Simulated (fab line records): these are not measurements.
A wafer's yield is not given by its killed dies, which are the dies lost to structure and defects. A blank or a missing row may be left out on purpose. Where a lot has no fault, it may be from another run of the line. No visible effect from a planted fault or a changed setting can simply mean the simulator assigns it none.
fab line records    flow ritCmos    part 1 of 2: steps 1 to 29 of 39
record lots=5  wafers=15  lastDay=6
route steps=202 shown ACTIVE@4 FOX1@20 FOX2@23 NWELL@28 PWELL@39
lots untouched by any fault: they come from a run of this same line in which no faults occurred
startH: the number of hours between the record's first day and the start of the first shown wafer of the lot    waitH: hours elapsed since this lot's preceding step    " unchanged from the row above    L1.1+2: a row that stands for several wafers    - no value present, or no start provided    * or withheld: withheld    < > ~ a bound
route shown NAME@n: names a module that has steps shown in the file, with the first one's number in the route    usual: mean/standard deviation of fault-free wafers    same: alike in all rows    chamber/n: place in a boat    sites: the reading at each site    _std_site: their standard deviation    _edge_site: mean of outer sites minus mean of inner sites    radiusMm: how far each site lies from the wafer's centre    mask NAME#n: copy n    behind: tool/chamber where the wafer was last shaped    hold: why the lot went on hold/how many hours it stayed there/how the hold came to an end    device: the transistor (n, p or np) that didn't switch    end of line: the route-end tests of the same wafers    a step with no rows: only its recipe    killed: dies that structure and defects cost at the first sort, which is not the same as the wafer's yield    map: dies across one wafer; x = killed, . = not, _ = none there
set.NAME: the setting that was run; set.NAME@STEP: the one run at that earlier step    model.NAME: the simulator's own value behind a step, which no gauge read
lots at selected steps of the route; one table per step, one row per wafer
services: from which hour (startH, from the record's first day; less than 0 if before it) a tool's chamber was out of use, for how many hours, and why
## steps
# step RIT_ACTIVE_CVD_03
# recipe material=Si3N4  targetThkNm=150  tempC=810  precursor=SiH2Cl2/NH3  timeS=1500  pressureMtorr=300  sih2cl2FlowSccm=60  nh3FlowSccm=150
lot.wafer   tool      chamber  startH  waitH
L076.1+2+4  lpcvd-02  0        22.11   0.1
L080.1+2+3  lpcvd-02  1        42.11   0.1
L087.1+3+6  lpcvd-02  0        79.05   0.1
L089.1+4+5  lpcvd-01  0        88.55   0.1
L093.3+5+6  lpcvd-02  0        107.11  0.0
# step RIT_ACTIVE_THK_MEAS_04
# recipe reads=Si3N4_of_ACTIVE_CVD_03
# usual ACTIVE_NITRIDE_THK=150.3/1.4
lot.wafer  tool          chamber  startH  waitH  ACTIVE_NITRIDE_THK[nm]
L076.1     filmMetro-02  -        24.24   0.0    151.8
L076.2     "             -        "       "      151.5
L076.4     "             -        "       "      150.1
L080.1     filmMetro-01  -        44.24   0.0    152.5
L080.2     "             -        "       "      150.6
L080.3     "             -        "       "      150.6
L087.1     filmMetro-02  -        80.47   0.0    149.4
L087.3     "             -        "       "      148.5
L087.6     "             -        "       "      149.9
L089.1     filmMetro-02  -        89.97   0.0    149.2
L089.4     "             -        "       "      149.8
L089.5     "             -        "       "      150.2
L093.3     filmMetro-01  -        108.55  0.0    152.6
L093.5     "             -        "       "      152.7
L093.6     "             -        "       "      151.9
# step RIT_ACTIVE_HMDS_05
# recipe primeTimeS=60  primeTempC=140
# usual chillPlateTempC=22.99/0.1
lot.wafer  tool           chamber  startH  waitH  chillPlateTempC
L076.1     lithoTrack-03  0        24.30   0.1    23.09
L076.2     "              0        "       "      22.92
L076.4     "              0        "       "      23.04
L080.1     lithoTrack-02  0        44.30   0.1    22.83
L080.2     "              0        "       "      22.88
L080.3     "              0        "       "      22.79
L087.1     lithoTrack-02  0        80.53   0.1    23.02
L087.3     "              0        "       "      23.12
L087.6     "              0        "       "      22.87
L089.1     lithoTrack-03  0        90.03   0.1    23.03
L089.4     "              0        "       "      23.13
L089.5     "              0        "       "      23.11
L093.3     lithoTrack-03  0        108.64  0.1    23.05
L093.5     "              0        "       "      22.98
L093.6     "              0        "       "      23.04
# step RIT_ACTIVE_COAT_06
# recipe resist=NOVOLAK  spinRpm=3250  resistThkNm=1000
# usual chillPlateTempC=23.02/0.13
lot.wafer  tool           chamber  startH  waitH  chillPlateTempC
L076.1     lithoTrack-03  0        24.45   0.1    23.01
L076.2     "              0        "       "      23.11
L076.4     "              0        "       "      23.03
L080.1     lithoTrack-02  0        44.45   0.1    22.96
L080.2     "              0        "       "      22.85
L080.3     "              0        "       "      22.95
L087.1     lithoTrack-02  0        80.68   0.1    22.84
L087.3     "              0        "       "      22.91
L087.6     "              0        "       "      23.03
L089.1     lithoTrack-03  0        90.18   0.1    23.21
L089.4     "              0        "       "      23.12
L089.5     "              0        "       "      23.08
L093.3     lithoTrack-03  0        108.79  0.1    22.97
L093.5     "              0        "       "      23.05
L093.6     "              0        "       "      23.14
# step RIT_ACTIVE_SOFTBAKE_07
# recipe resist=NOVOLAK  tempC=90  timeS=60
# usual chillPlateTempC=22.99/0.097
lot.wafer  tool           chamber  startH  waitH  chillPlateTempC
L076.1     lithoTrack-03  0        24.60   0.1    23.01
L076.2     "              0        "       "      22.97
L076.4     "              0        "       "      22.98
L080.1     lithoTrack-02  0        44.60   0.1    23.04
L080.2     "              0        "       "      22.94
L080.3     "              0        "       "      23.10
L087.1     lithoTrack-02  0        80.83   0.1    22.93
L087.3     "              0        "       "      22.98
L087.6     "              0        "       "      22.98
L089.1     lithoTrack-03  0        90.33   0.1    23.09
L089.4     "              0        "       "      23.16
L089.5     "              0        "       "      23.29
L093.3     lithoTrack-03  0        108.94  0.1    22.92
L093.5     "              0        "       "      22.82
L093.6     "              0        "       "      22.93
# step RIT_ACTIVE_EXPOSE_08
# recipe maskId=M1  na=0.6  sourceShape=conventional  sigmaOuter=0.6  targetCdNm=1400  doseMj=225
# usual reticleTempC=22.99/0.11
# same na=0.6  sigmaOuter=0.6
lot.wafer  tool             chamber  startH  waitH  mask  reticleTempC
L076.1     ilineStepper-01  0        24.75   0.1    M1#0  22.82
L076.2     "                0        "       "      M1#0  22.80
L076.4     "                0        "       "      M1#0  22.86
L080.1     ilineStepper-02  0        44.75   0.1    M1#0  22.74
L080.2     "                0        "       "      M1#0  22.84
L080.3     "                0        "       "      M1#0  22.85
L087.1     ilineStepper-01  0        81.10   0.2    M1#0  23.11
L087.3     "                0        "       "      M1#0  22.96
L087.6     "                0        "       "      M1#0  22.98
L089.1     ilineStepper-01  0        90.61   0.2    M1#0  22.89
L089.4     "                0        "       "      M1#0  22.86
L089.5     "                0        "       "      M1#0  22.92
L093.3     ilineStepper-01  0        109.20  0.2    M1#0  22.90
L093.5     "                0        "       "      M1#0  22.81
L093.6     "                0        "       "      M1#0  22.86
# step RIT_ACTIVE_PEB_09
# recipe resist=NOVOLAK  tempC=withheld  timeS=withheld
# usual chillPlateTempC=*
lot.wafer  tool           chamber  startH  waitH  chillPlateTempC
L076.1     lithoTrack-01  0        24.86   0.1    *
L076.2     "              0        "       "      *
L076.4     "              0        "       "      *
L080.1     lithoTrack-03  0        44.86   0.1    *
L080.2     "              0        "       "      *
L080.3     "              0        "       "      *
L087.1     lithoTrack-01  0        81.22   0.1    *
L087.3     "              0        "       "      *
L087.6     "              0        "       "      *
L089.1     lithoTrack-02  0        90.72   0.1    *
L089.4     "              0        "       "      *
L089.5     "              0        "       "      *
L093.3     lithoTrack-01  0        109.33  0.1    *
L093.5     "              0        "       "      *
L093.6     "              0        "       "      *
# step RIT_ACTIVE_DEVELOP_10
# recipe resist=NOVOLAK  developTimeS=50  devTempC=23
# usual chillPlateTempC=22.99/0.095
lot.wafer  tool           chamber  startH  waitH  chillPlateTempC
L076.1     lithoTrack-01  0        -       -      23.21
L076.2     "              0        "       "      23.26
L076.4     "              0        "       "      23.15
L080.1     lithoTrack-03  0        -       -      22.85
L080.2     "              0        "       "      22.97
L080.3     "              0        "       "      22.89
L087.1     lithoTrack-01  0        -       -      22.94
L087.3     "              0        "       "      22.88
L087.6     "              0        "       "      22.92
L089.1     lithoTrack-02  0        -       -      23.12
L089.4     "              0        "       "      23.14
L089.5     "              0        "       "      23.14
L093.3     lithoTrack-01  0        -       -      22.98
L093.5     "              0        "       "      22.87
L093.6     "              0        "       "      23.08
# step RIT_ACTIVE_CD_MEAS_11
# recipe targetCdNm=1400
# usual cdNm=1400.0/2.2
lot.wafer  tool      chamber  startH  waitH  cdNm
L076.1     cdSem-02  -        25.15   -      1399.6
L076.2     "         -        "       "      1398.2
L076.4     "         -        "       "      1398.9
L080.1     cdSem-02  -        45.15   -      1398.7
L080.2     "         -        "       "      1398.7
L080.3     "         -        "       "      1397.8
L087.1     cdSem-01  -        81.50   -      1401.2
L087.3     "         -        "       "      1401.0
L087.6     "         -        "       "      1401.0
L089.1     cdSem-02  -        91.01   -      1401.2
L089.4     "         -        "       "      1403.4
L089.5     "         -        "       "      1400.1
L093.3     cdSem-02  -        109.60  -      1398.0
L093.5     "         -        "       "      1400.5
L093.6     "         -        "       "      1397.8
# step RIT_ACTIVE_HARDBAKE_12
# recipe resist=NOVOLAK  tempC=140  timeS=60
# usual chillPlateTempC=22.97/0.11
lot.wafer  tool           chamber  startH  waitH  chillPlateTempC
L076.1     lithoTrack-03  0        25.27   0.1    23.05
L076.2     "              0        "       "      23.13
L076.4     "              0        "       "      23.17
L080.1     lithoTrack-02  0        45.27   0.1    22.93
L080.2     "              0        "       "      23.01
L080.3     "              0        "       "      23.27
L087.1     lithoTrack-01  0        81.62   0.1    23.11
L087.3     "              0        "       "      22.98
L087.6     "              0        "       "      23.10
L089.1     lithoTrack-03  0        91.13   0.1    22.88
L089.4     "              0        "       "      23.01
L089.5     "              0        "       "      22.97
L093.3     lithoTrack-01  0        109.73  0.1    23.04
L093.5     "              0        "       "      22.87
L093.6     "              0        "       "      23.07
# step RIT_ACTIVE_ETCH_13
# recipe stopOn=SiO2  chemistry=SF6  target=Si3N4  timeS=210  overEtchFrac=0.4  SF6_flow_sccm=200  pressureMtorr=260  rfW=125  targetDepthA=2100
# usual SF6_flow_sccm=200.0/0.65  drypumpMotorCurrentA=5.8/0.43  oesProductAu=0.823/0.015  throttleValvePct=7.53/0.082
# same overEtchFrac=0.4
lot.wafer  tool        chamber  startH  waitH  SF6_flow_sccm  drypumpMotorCurrentA  oesProductAu  rfHoursCounterH  throttleValvePct
L076.1     rieDiel-03  0        25.42   0.1    199.9          6.3                   0.803         153              7.59
L076.2     "           3        "       "      199.8          6.0                   0.806         4                7.39
L076.4     "           2        "       "      200.7          5.7                   0.829         127              7.53
L080.1     rieDiel-02  1        45.42   0.1    199.4          6.3                   0.829         159              7.33
L080.2     "           2        "       "      200.3          5.3                   0.827         118              7.50
L080.3     "           0        "       "      199.9          5.1                   0.833         77               7.57
L087.1     rieDiel-04  0        81.77   0.1    199.6          6.3                   0.832         34               7.58
L087.3     "           2        "       "      200.5          6.4                   0.827         134              7.45
L087.6     "           0        "       "      200.0          6.3                   0.842         -                7.58
L089.1     rieDiel-04  3        91.28   0.1    200.0          5.5                   0.808         1                7.56
L089.4     "           0        "       "      199.4          6.3                   0.835         34               7.58
L089.5     "           0        "       "      200.7          6.3                   0.836         -                7.56
L093.3     rieDiel-04  2        109.83  0.1    198.9          6.4                   0.845         134              7.46
L093.5     "           1        "       "      199.9          5.7                   0.822         -                7.64
L093.6     "           2        "       "      199.1          6.4                   0.836         -                7.45
# step RIT_ACTIVE_STRIP_14
# recipe chemistry=O2  timeS=180  resist=NOVOLAK  platenTempC=withheld  powerW=500  pressureMtorr=4000  o2FlowSccm=4000
# usual drypumpMotorCurrentA=5.43/0.27
lot.wafer  tool            chamber  startH  waitH  drypumpMotorCurrentA  rfHoursCounterH
L076.1     plasmaAsher-02  1        25.55   0.1    5.39                  23
L076.2     "               0        "       "      5.35                  23
L076.4     "               0        "       "      5.33                  -
L080.1     plasmaAsher-01  0        45.55   0.1    5.30                  40
L080.2     "               1        "       "      5.24                  40
L080.3     "               1        "       "      5.23                  -
L087.1     plasmaAsher-02  0        81.90   0.1    5.34                  30
L087.3     "               1        "       "      5.38                  -
L087.6     "               1        "       "      5.42                  -
L089.1     plasmaAsher-04  1        91.41   0.1    5.21                  44
L089.4     "               1        "       "      5.21                  -
L089.5     "               0        "       "      5.95                  -
L093.3     plasmaAsher-04  0        110.03  0.1    5.95                  -
L093.5     "               1        "       "      5.21                  -
L093.6     "               0        "       "      5.92                  -
# step RIT_ACTIVE_CD_MEAS_90
# recipe targetCdNm=1400
# usual cdNm=1400.0/2.2
lot.wafer  tool      chamber  startH  waitH  cdNm
L076.1     cdSem-02  -        25.73   0.1    1399.4
L076.2     "         -        "       "      1397.9
L076.4     "         -        "       "      1398.5
L080.1     cdSem-01  -        45.73   0.1    1399.0
L080.2     "         -        "       "      1398.3
L080.3     "         -        "       "      1398.0
L087.1     cdSem-02  -        82.08   0.1    1401.7
L087.3     "         -        "       "      1401.6
L087.6     "         -        "       "      1401.0
L089.1     cdSem-01  -        91.58   0.1    1401.2
L089.4     "         -        "       "      1403.5
L089.5     "         -        "       "      1400.4
L093.3     cdSem-01  -        110.18  0.1    1398.2
L093.5     "         -        "       "      1401.0
L093.6     "         -        "       "      1398.4
# step RIT_ACTIVE_CLEAN_15
# recipe chemistry=SC1  mix=3:3:50  timeS=600  tempC=75
lot.wafer   tool         chamber  startH  waitH
L076.1+2+4  wetBench-03  1        25.85   0.1
L080.1+2+3  wetBench-03  0        45.85   0.1
L087.1+3+6  wetBench-04  2        82.20   0.1
L089.1+4+5  wetBench-04  1        91.70   0.1
L093.3+5+6  wetBench-02  2        110.26  0.1
# step RIT_ACTIVE_CLEAN_16
# recipe chemistry=dHF  dilution=50:1  timeS=30
lot.wafer   tool         chamber  startH  waitH
L076.1+2+4  wetBench-02  0        26.02   0.0
L080.1+2+3  wetBench-03  0        46.04   0.0
L087.1+3+6  wetBench-02  2        82.37   0.0
L089.1+4+5  wetBench-03  1        91.88   0.0
L093.3+5+6  wetBench-02  2        110.44  0.0
# step RIT_ACTIVE_CLEAN_17
# recipe chemistry=SC2  mix=3:3:50  timeS=600  tempC=75  dry=n2Spin
lot.wafer   tool         chamber  startH  waitH
L076.1+2+4  wetBench-04  1        26.04   0.0
L080.1+2+3  wetBench-03  3        46.06   0.0
L087.1+3+6  wetBench-03  3        82.39   0.0
L089.1+4+5  wetBench-02  1        91.90   0.0
L093.3+5+6  wetBench-02  0        110.45  0.0
# step RIT_FOX1_OXIDATION_00
# recipe tempC=1100  ambient=H2O  targetThkA=3507  pH2oTorr=720  oxTimeS=1130
lot.wafer   tool        chamber  startH  waitH
L076.1+2+4  furnace-01  0        27.05   0.8
L080.1+2+3  furnace-01  0        46.25   0.0
L087.1+3+6  furnace-03  0        86.11   3.5
L089.1+4+5  furnace-03  0        92.92   0.3
L093.3+5+6  furnace-03  0        110.63  0.0
# step RIT_FOX1_THK_MEAS_01
# recipe reads=SiO2_of_FOX1_OXIDATION_00
# usual FOX1_OXIDE_THK=348/6.3
lot.wafer  tool          chamber  startH  waitH  FOX1_OXIDE_THK[nm]
L076.1     filmMetro-02  -        28.37   0.0    343
L076.2     "             -        "       "      345
L076.4     "             -        "       "      347
L080.1     filmMetro-04  -        47.56   0.0    343
L080.2     "             -        "       "      341
L080.3     "             -        "       "      344
L087.1     filmMetro-04  -        87.42   0.0    349
L087.3     "             -        "       "      347
L087.6     "             -        "       "      346
L089.1     filmMetro-03  -        94.23   0.0    347
L089.4     "             -        "       "      341
L089.5     "             -        "       "      342
L093.3     filmMetro-04  -        111.96  0.0    358
L093.5     "             -        "       "      352
L093.6     "             -        "       "      352
# step RIT_FOX1_WET_ETCH_02
# recipe chemistry=BOE  targetDepthNm=350  timeS=390  tempC=21.5  dry=n2Spin  dilution=10:1  target=SiO2
lot.wafer   tool         chamber  startH  waitH
L076.1+2+4  wetBench-02  0        28.43   0.1
L080.1+2+3  wetBench-02  2        47.62   0.1
L087.1+3+6  wetBench-03  1        87.48   0.1
L089.1+4+5  wetBench-02  0        94.29   0.1
L093.3+5+6  wetBench-02  0        112.00  0.0
# step RIT_FOX2_OXIDATION_00
# recipe tempC=1100  ambient=H2O  targetThkA=3507  pH2oTorr=720  oxTimeS=1130
lot.wafer   tool        chamber  startH  waitH
L076.1+2+4  furnace-03  0        28.54   0.0
L080.1+2+3  furnace-01  0        47.74   0.0
L087.1+3+6  furnace-02  0        88.73   1.1
L089.1+4+5  furnace-02  0        94.76   0.0
L093.3+5+6  furnace-01  0        112.19  0.1
# step RIT_FOX2_THK_MEAS_01
# recipe reads=SiO2_of_FOX2_OXIDATION_00
# usual FOX2_OXIDE_THK=348/5.5
lot.wafer  tool          chamber  startH  waitH  FOX2_OXIDE_THK[nm]
L076.1     filmMetro-01  -        29.86   0.0    347
L076.2     "             -        "       "      348
L076.4     "             -        "       "      349
L080.1     filmMetro-03  -        49.05   0.0    344
L080.2     "             -        "       "      345
L080.3     "             -        "       "      347
L087.1     filmMetro-03  -        90.10   0.1    350
L087.3     "             -        "       "      355
L087.6     "             -        "       "      346
L089.1     filmMetro-01  -        96.07   0.0    343
L089.4     "             -        "       "      347
L089.5     "             -        "       "      340
L093.3     filmMetro-03  -        113.53  0.0    350
L093.5     "             -        "       "      344
L093.6     "             -        "       "      349
# step RIT_FOX2_CLEAN_02
# recipe chemistry=dHF  dilution=50:1  timeS=180
lot.wafer   tool         chamber  startH  waitH
L076.1+2+4  wetBench-01  3        29.92   0.1
L080.1+2+3  wetBench-04  3        49.11   0.1
L087.1+3+6  wetBench-01  2        90.16   0.1
L089.1+4+5  wetBench-04  2        96.13   0.1
L093.3+5+6  wetBench-01  1        113.57  0.0
# step RIT_FOX2_WET_ETCH_03
# recipe chemistry=H3PO4  target=Si3N4  targetDepthNm=195  tempC=165  timeS=2700
lot.wafer   tool         chamber  startH  waitH
L076.1+2+4  wetBench-02  2        29.98   0.0
L080.1+2+3  wetBench-02  3        49.17   0.0
L087.1+3+6  wetBench-02  0        90.22   0.0
L089.1+4+5  wetBench-02  0        96.19   0.0
L093.3+5+6  wetBench-04  3        113.63  0.0
# step RIT_FOX2_THK_MEAS_90
# recipe reads=SiO2_of_FOX2_OXIDATION_00
# usual FIELD_OXIDE_LEFT_1_THK=321/5.6
lot.wafer  tool          chamber  startH  waitH  FIELD_OXIDE_LEFT_1_THK[nm]
L076.1     filmMetro-01  -        30.73   0.0    320
L076.2     "             -        "       "      321
L076.4     "             -        "       "      321
L080.1     filmMetro-01  -        49.93   0.0    316
L080.2     "             -        "       "      318
L080.3     "             -        "       "      319
L087.1     filmMetro-02  -        91.73   0.0    322
L087.3     "             -        "       "      328
L087.6     "             -        "       "      318
L089.1     filmMetro-01  -        99.22   0.0    316
L089.4     "             -        "       "      319
L089.5     "             -        "       "      312
L093.3     filmMetro-02  -        114.40  0.0    322
L093.5     "             -        "       "      316
L093.6     "             -        "       "      321
# step RIT_NWELL_HMDS_00
# recipe primeTimeS=60  primeTempC=140
# usual chillPlateTempC=23.00/0.096
lot.wafer  tool           chamber  startH  waitH  chillPlateTempC
L076.1     lithoTrack-04  0        30.79   0.1    22.96
L076.2     "              0        "       "      22.96
L076.4     "              0        "       "      23.00
L080.1     lithoTrack-03  0        49.99   0.1    23.06
L080.2     "              0        "       "      23.15
L080.3     "              0        "       "      23.01
L087.1     lithoTrack-01  0        91.79   0.1    22.91
L087.3     "              0        "       "      22.99
L087.6     "              0        "       "      23.07
L089.1     lithoTrack-04  0        99.28   0.1    23.02
L089.4     "              0        "       "      23.06
L089.5     "              0        "       "      23.12
L093.3     lithoTrack-04  0        114.49  0.1    22.89
L093.5     "              0        "       "      22.83
L093.6     "              0        "       "      23.02
# step RIT_NWELL_COAT_01
# recipe resist=NOVOLAK  spinRpm=2000  resistThkNm=1300
# usual chillPlateTempC=23.01/0.12
lot.wafer  tool           chamber  startH  waitH  chillPlateTempC
L076.1     lithoTrack-04  0        30.94   0.1    23.10
L076.2     "              0        "       "      23.05
L076.4     "              0        "       "      23.10
L080.1     lithoTrack-03  0        50.14   0.1    23.10
L080.2     "              0        "       "      22.91
L080.3     "              0        "       "      22.80
L087.1     lithoTrack-01  0        91.94   0.1    22.91
L087.3     "              0        "       "      23.03
L087.6     "              0        "       "      23.11
L089.1     lithoTrack-04  0        99.43   0.1    22.91
L089.4     "              0        "       "      23.09
L089.5     "              0        "       "      23.04
L093.3     lithoTrack-04  0        114.64  0.1    22.89
L093.5     "              0        "       "      23.12
L093.6     "              0        "       "      23.02
# step RIT_NWELL_SOFTBAKE_02
# recipe resist=NOVOLAK  tempC=90  timeS=60
# usual chillPlateTempC=22.97/0.11
lot.wafer  tool           chamber  startH  waitH  chillPlateTempC
L076.1     lithoTrack-04  0        31.09   0.1    22.93
L076.2     "              0        "       "      22.97
L076.4     "              0        "       "      23.15
L080.1     lithoTrack-03  0        50.29   0.1    23.23
L080.2     "              0        "       "      23.01
L080.3     "              0        "       "      22.88
L087.1     lithoTrack-01  0        92.09   0.1    22.86
L087.3     "              0        "       "      22.89
L087.6     "              0        "       "      22.92
L089.1     lithoTrack-04  0        99.58   0.1    23.11
L089.4     "              0        "       "      22.81
L089.5     "              0        "       "      22.89
L093.3     lithoTrack-04  0        114.79  0.1    22.84
L093.5     "              0        "       "      23.00
L093.6     "              0        "       "      22.84
# step RIT_NWELL_EXPOSE_03
# recipe maskId=M2  na=0.57  targetCdNm=43900  doseMj=250
# usual reticleTempC=22.97/0.11
# same na=0.57
lot.wafer  tool             chamber  startH  waitH  mask  reticleTempC
L076.1     ilineStepper-02  0        31.37   0.2    M2#0  22.82
L076.2     "                0        "       "      M2#0  23.02
L076.4     "                0        "       "      M2#0  22.92
L080.1     ilineStepper-01  0        50.57   0.2    M2#0  23.07
L080.2     "                0        "       "      M2#0  23.00
L080.3     "                0        "       "      M2#0  23.09
L087.1     ilineStepper-01  0        92.37   0.2    M2#0  23.00
L087.3     "                0        "       "      M2#0  23.01
L087.6     "                0        "       "      M2#0  23.00
L089.1     ilineStepper-01  0        99.86   0.2    M2#0  22.70
L089.4     "                0        "       "      M2#0  22.74
L089.5     "                0        "       "      M2#0  22.66
L093.3     ilineStepper-02  0        115.06  0.2    M2#0  23.03
L093.5     "                0        "       "      M2#0  23.06
L093.6     "                0        "       "      M2#0  22.97
# step RIT_NWELL_PEB_04
# recipe resist=NOVOLAK  tempC=withheld  timeS=withheld
# usual chillPlateTempC=*
lot.wafer  tool           chamber  startH  waitH  chillPlateTempC
L076.1     lithoTrack-04  0        31.49   0.1    *
L076.2     "              0        "       "      *
L076.4     "              0        "       "      *
L080.1     lithoTrack-01  0        50.68   0.1    *
L080.2     "              0        "       "      *
L080.3     "              0        "       "      *
L087.1     lithoTrack-01  0        92.48   0.1    *
L087.3     "              0        "       "      *
L087.6     "              0        "       "      *
L089.1     lithoTrack-04  0        99.97   0.1    *
L089.4     "              0        "       "      *
L089.5     "              0        "       "      *
L093.3     lithoTrack-01  0        115.19  0.1    *
L093.5     "              0        "       "      *
L093.6     "              0        "       "      *
